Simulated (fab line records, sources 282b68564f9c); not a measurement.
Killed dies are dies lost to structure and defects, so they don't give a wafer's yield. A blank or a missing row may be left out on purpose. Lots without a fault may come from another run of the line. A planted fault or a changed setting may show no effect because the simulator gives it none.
A struck lot beside a sound one | flow rit_cmos | 34 steps out of a route of 202
Sound: wafers L557.3, L557.5, L557.6. Struck: wafers L573.2, L573.4, L573.6. The cause comes at the end.
At each step with rows: each side's tool, then ch and its chambers, then its first start. Under that, the readings that differ: sound wafers | struck wafers | difference of the means | sigmas: that difference in standard deviations of wafers without a fault.
alike: readings whose means differ by less than 2 such deviations, and words and numbers that are the same on both sides. not compared: withheld readings, readings that some wafer has no value for, bounds like >300 that may hide the same value, and numbers for which the record gives no deviation and whose values overlap.
The two part at a step that has a row with sigmas, a row that says differs or no value, or rows on one side only. Numbers that don't overlap but have no deviation are shown without sigmas and don't part them. A reading that every wafer of one side lacks parts them only if that side has two wafers or more.

first, 2 steps without rows for these wafers: RIT_SPACER_CLEAN_02 (cleans in SC2, time 600 s); RIT_SPACER_CVD_03 (deposits Si3N4 from SiH2Cl2/NH3, target thk 250 nm, time 3300 s).
RIT_SPACER_THK_MEAS_04:
  sound on film_metro-02, day 3 13:50; struck on film_metro-03, day 6 15:50
  reading                 | sound             | struck            | difference | sigmas
  SPACER_NITRIDE_THK (nm) | 246.0 247.2 246.1 | 252.7 250.1 251.9 | +5.1       | +2
RIT_SPACER_ETCHBACK_05: etches Si3N4 in SF6/CHF3, stops on SiO2, target depth 250 nm, time 240 s.
  sound on rie_diel-02 ch 2,3, day 3 13:52; struck on rie_diel-03 ch 1,2,3, day 6 15:53
  alike: drypump_motor_current_A, oes_product_au, throttle_valve_pct
  not compared: rf_hours_counter_h
then, 6 steps without rows for these wafers: RIT_NSD_HMDS_00 (prime time 60 s); RIT_NSD_COAT_01 (resist thk 1000 nm); RIT_NSD_SOFTBAKE_02 (time 60 s); RIT_NSD_EXPOSE_03 (exposes mask M9, target cd 40700 nm); RIT_NSD_PEB_04; RIT_NSD_DEVELOP_05 (develop time 50 s).
RIT_NSD_OVL_MEAS_06:
  sound on overlay-02, day 3 15:01; struck on overlay-02, day 6 16:53
  alike: NSD_OVL
then, 1 step without rows for these wafers: RIT_NSD_HARDBAKE_07 (time 60 s).
RIT_NSD_IMPLANT_08:
  sound on implanter-03 ch 0, day 3 15:14; struck on implanter-04 ch 0, day 6 17:26
RIT_NSD_STRIP_09: strips in O2, time 180 s.
  sound on plasma_asher-01 ch 0,1, day 3 15:23; struck on plasma_asher-04 ch 1, day 6 17:45
  alike: drypump_motor_current_A
  not compared: rf_hours_counter_h
RIT_NSD_TW_MEAS_10:
  sound on film_metro-04, day 3 15:31; struck on film_metro-02, day 6 17:56
  reading | sound          | struck         | difference | sigmas
  NSD_TW  | 3086 3098 3097 | 3612 3625 3602 | +519       | +12
then, 6 steps without rows for these wafers: RIT_PSD_HMDS_00 (prime time 60 s); RIT_PSD_COAT_01 (resist thk 1000 nm); RIT_PSD_SOFTBAKE_02 (time 60 s); RIT_PSD_EXPOSE_03 (exposes mask M10, target cd 40900 nm); RIT_PSD_PEB_04; RIT_PSD_DEVELOP_05 (develop time 50 s).
RIT_PSD_OVL_MEAS_06:
  sound on overlay-01, day 3 16:26; struck on overlay-01, day 6 18:50
  alike: PSD_OVL
then, 2 steps without rows for these wafers: RIT_PSD_HARDBAKE_07 (time 60 s); RIT_PSD_IMPLANT_08.
RIT_PSD_STRIP_09: strips in O2, time 180 s.
  sound on plasma_asher-01 ch 0,1, day 3 16:49; struck on plasma_asher-01 ch 0,1, day 6 19:19
  alike: drypump_motor_current_A
  not compared: rf_hours_counter_h
RIT_PSD_TW_MEAS_10:
  sound on film_metro-04, day 3 16:57; struck on film_metro-02, day 6 19:29
  alike: PSD_TW
then, 3 steps without rows for these wafers: RIT_SDANNEAL_CLEAN_00 (cleans in SC1, time 600 s); RIT_SDANNEAL_CLEAN_01 (cleans in dHF, time 30 s); RIT_SDANNEAL_CLEAN_02 (cleans in SC2, time 600 s).
RIT_SDANNEAL_RTA_03: time 5 s.
  sound on rtp_anneal-02 ch 0, day 3 17:23; struck on rtp_anneal-02 ch 0, day 6 19:55
  alike: wafer_temp_C_max
RIT_SDANNEAL_RS_MEAS_04: measures by four-point-probe.
  sound on film_metro-02, day 3 17:28; struck on film_metro-04, day 6 19:59
  alike: PSD_RS
RIT_SDANNEAL_RS_MEAS_05: measures by four-point-probe.
  sound on film_metro-02, day 3 17:35; struck on film_metro-04, day 6 20:07
  reading         | sound             | struck            | difference | sigmas
  NSD_RS (ohm/sq) | 84.42 84.35 84.27 | 52.48 52.41 52.42 | -31.91     | -99 or more
RIT_SDANNEAL_RS_MEAS_06: measures by four-point-probe.
  sound on film_metro-02, day 3 17:43; struck on film_metro-04, day 6 20:14
  alike: PLDD_RS
RIT_M1_PROBE_99:
  sound on prober-01, day 4 00:57; struck on prober-02, day 7 03:59
  alike: killed_at_contacts, killed_at_front_end, killed_dies, killed_open, killed_short

WHERE THEY PART
First at RIT_SPACER_THK_MEAS_04; last, within this record, at RIT_SDANNEAL_RS_MEAS_05. Later steps at which nothing parts them and some readings are alike: RIT_SDANNEAL_RS_MEAS_06, RIT_M1_PROBE_99.

WHY: what the simulator had put in
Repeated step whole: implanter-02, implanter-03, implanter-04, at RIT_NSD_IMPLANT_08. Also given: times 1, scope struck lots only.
